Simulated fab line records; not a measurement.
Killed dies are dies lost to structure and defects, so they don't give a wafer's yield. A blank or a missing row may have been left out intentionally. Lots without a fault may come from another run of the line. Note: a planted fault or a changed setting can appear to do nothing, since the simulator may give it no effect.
A lot that was struck, set against a sound lot / flow rit-cmos / 17 out of 202 route steps
Sound: wafers L683.1, L683.2, L683.3. The struck wafers were L679.3, L679.5, L679.6. The cause is given at the end.
For every step that has rows: the tool of each side, followed by ch and its chambers, followed by its first start. Under that, the readings that differ: sound wafers / struck wafers / difference of the means / sigmas: that difference in standard deviations of wafers without a fault.
alike: words and numbers the same on both sides, and readings whose means are apart by under 2 such deviations; not compared: readings that were withheld, readings missing a value for some wafer, numbers with overlapping values and no deviation given by the record, and bounds like >300 which may hide the same value.
The two part at a step that has a row with sigmas, a row that says differs or no value, or rows on one side only. Non-overlapping numbers with no deviation appear without sigmas and do not part them. A reading missing from all wafers of one side parts the sides only when that side holds two or more wafers.

RIT_PWELL_TW_MEAS_10:
  sound on film-metro-02, day 4 23:07; struck on film-metro-04, day 4 00:43
reading=PWELL_TW; sound=956 955 949; struck=936 934 936; difference=-18; sigmas=-4
then, 1 step without rows for these wafers: RIT_WELLDRIVE_ANNEAL_00 (time 14700 s).
RIT_WELLDRIVE_RS_MEAS_01: measurement is done with a four-point probe.
  sound on film-metro-04, day 5 04:37; struck on film-metro-03, day 4 05:55
  alike: NWELL_RS
RIT_WELLDRIVE_RS_MEAS_02: measurement is done with a four-point probe.
  sound on film-metro-04, day 5 04:44; struck on film-metro-03, day 4 06:02
  alike: PWELL_RS
then, 6 steps without rows for these wafers: RIT_NRETRO_HMDS_00 (prime time 60 s); RIT_NRETRO_COAT_01 (resist thk 1300 nm); RIT_NRETRO_SOFTBAKE_02 (time 60 s); RIT_NRETRO_EXPOSE_03 (exposes mask M4, target cd 43900 nm); RIT_NRETRO_PEB_04; RIT_NRETRO_DEVELOP_05 (develop time 68 s).
RIT_NRETRO_OVL_MEAS_06:
  sound on overlay-01, day 5 05:44; struck on overlay-01, day 4 07:01
  alike: NRETRO_OVL
then, 1 step without rows for these wafers: RIT_NRETRO_HARDBAKE_07 (time 120 s).
RIT_NRETRO_IMPLANT_08:
  sound on implanter-02 ch 0, day 5 06:01; struck on implanter-03 ch 0, day 4 07:20
reading=beam-energy-keV; sound=70.015 70.010 69.977; struck=64.105 64.072 64.126; difference=-5.900; sigmas=-99 or more
reading=model.implant.rp-nm (nm); sound=86.65 86.65 86.65; struck=80.07 80.07 80.07; difference=-6.58; sigmas=
reading=model.implant.drp-nm (nm); sound=33.94 33.94 33.94; struck=31.47 31.47 31.47; difference=-2.47; sigmas=
RIT_NRETRO_STRIP_09: strips in O2, time 180 s.
  sound on plasma-asher-01 ch 0,1, day 5 06:10; struck on plasma-asher-03 ch 0,1, day 4 07:29
  alike: drypump-motor-current-A
  not compared: rf-hours-counter-h
RIT_NRETRO_TW_MEAS_10:
  sound on film-metro-04, day 5 06:21; struck on film-metro-01, day 4 07:38
reading=NRETRO_TW; sound=1054 1052 1046; struck=1026 1027 1031; difference=-23; sigmas=-4
then, 1 step without rows for these wafers: RIT_PRETRO_HMDS_00 (prime time 60 s).
RIT_M1_PROBE_99:
  sound on prober-01, day 6 09:21; struck on prober-02, day 5 12:46
  alike: killed-at-contacts, killed-at-front-end, killed-dies, killed-open, killed-short
  not compared: model.etest.cap-p-gate.c-min-ff-um2

== WHERE THEY PART ==
First at RIT_PWELL_TW_MEAS_10; last, within this record, at RIT_NRETRO_TW_MEAS_10. Later steps at which nothing parts them and some readings are alike: RIT_M1_PROBE_99.

WHY: what had been put in by the simulator
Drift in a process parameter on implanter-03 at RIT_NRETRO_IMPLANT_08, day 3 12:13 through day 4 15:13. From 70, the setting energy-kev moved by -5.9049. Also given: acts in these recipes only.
